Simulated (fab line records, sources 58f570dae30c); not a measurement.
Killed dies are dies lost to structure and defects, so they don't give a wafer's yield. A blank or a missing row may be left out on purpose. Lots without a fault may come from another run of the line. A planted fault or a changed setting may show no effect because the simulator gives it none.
Problem report in the 8D (eight disciplines) form, filled by code | flow berkeley_cmos170 | the parts of the form that need people (team, actions taken, sign-off) are left out

1. THE PROBLEM
PFIELD_TW at UCB170_PFIELD_TW_MEAS_09 reads a mean of 703 on 6 wafers of 2 lots; wafers without a fault read 605 with a standard deviation of 4.3. That is +23 standard deviations from the usual mean.
First seen on wafer L880.1, day 5 07:03, on film_metro-02. The record holds 42 wafers of 14 lots with a number at this step. Rule for "out", or "out of limits": more than 4 standard deviations from the usual mean. The other wafers with a number count as sound.

2. WHAT IT IS AND WHAT IT IS NOT
question                    | is                           | is not
which readings at this step | PFIELD_TW                    | -
which lots                  | L880, L882                   | L876, L877, L878, L879, L881, L890, L892, L893, L895, L897, L898, L899
which wafers of those lots  | all that have a number       | -
read on which gauges        | film_metro-01, film_metro-02 | film_metro-03
when                        | from day 5 07:03             | up to then (15 sound wafers); but 21 sound wafers of L890, L892, L893, L895, L897, L898, L899 came after

3. SUSPECTS, AND WHAT RULES EACH OUT
Counting: a tool at a process step up to the reading stays a suspect if it ran every lot that is out and no sound lot after the first of them.
- the gauge at UCB170_PFIELD_TW_MEAS_09: ruled out. The wafers that are out were read on 2 gauges (film_metro-01, film_metro-02).
- implanter-04 at UCB170_PFIELD_IMPLANT_07: kept. It ran every lot that is out, first L880 (day 5 06:48), and no sound lot after that; its last sound lot up to then is L878 (day 4 17:32). Its own readings are out on those wafers: dose_ions_cm2, faraday_current_uA.
Left after counting: implanter-04 at UCB170_PFIELD_IMPLANT_07.

4. THE CAUSE (what the simulator had put in)
Process parameter drift: implanter-04, from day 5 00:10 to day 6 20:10, at UCB170_PFIELD_IMPLANT_07. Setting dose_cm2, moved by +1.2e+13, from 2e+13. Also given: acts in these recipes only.
Counting left only this tool.

5. THE CHAIN OF EFFECTS, in route order
Each row: a reading whose mean over the struck wafers that have a number lies more than 3 standard deviations from the usual. Only readings for which the record gives a usual standard deviation are gone through. hours: the time from each lot's start at the first step in this table that gives one to its start at this step, as a median over the lots. sigmas: the change in usual standard deviations.
hours | step                     | reading            | usual      | on struck wafers | change      | sigmas
0     | UCB170_PFIELD_IMPLANT_07 | dose_ions_cm2      | 2.0003e+13 | 3.1991e+13       | +1.1988e+13 | +99 or more
0     | UCB170_PFIELD_IMPLANT_07 | faraday_current_uA | 63.4       | 100.8            | +37.4       | +29
0     | UCB170_PFIELD_TW_MEAS_09 | PFIELD_TW          | 605        | 703              | +98         | +23
The process steps in it:
- UCB170_PFIELD_IMPLANT_07

6. WHAT WOULD HAVE CAUGHT IT SOONER
In this record the first reading out of limits at a measuring or inspecting step was taken at day 5 07:03, 7 hours after the fault began at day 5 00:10.
The tool's own readings at UCB170_PFIELD_IMPLANT_07 were out on every struck wafer that the step has a row for (dose_ions_cm2, faraday_current_uA): an alarm limit on them would have fired on the first of those.
Of the lots that are out (2), L882 began UCB170_PFIELD_IMPLANT_07 on implanter-04 after day 5 07:03. A hold on the tool at that time would have spared it.
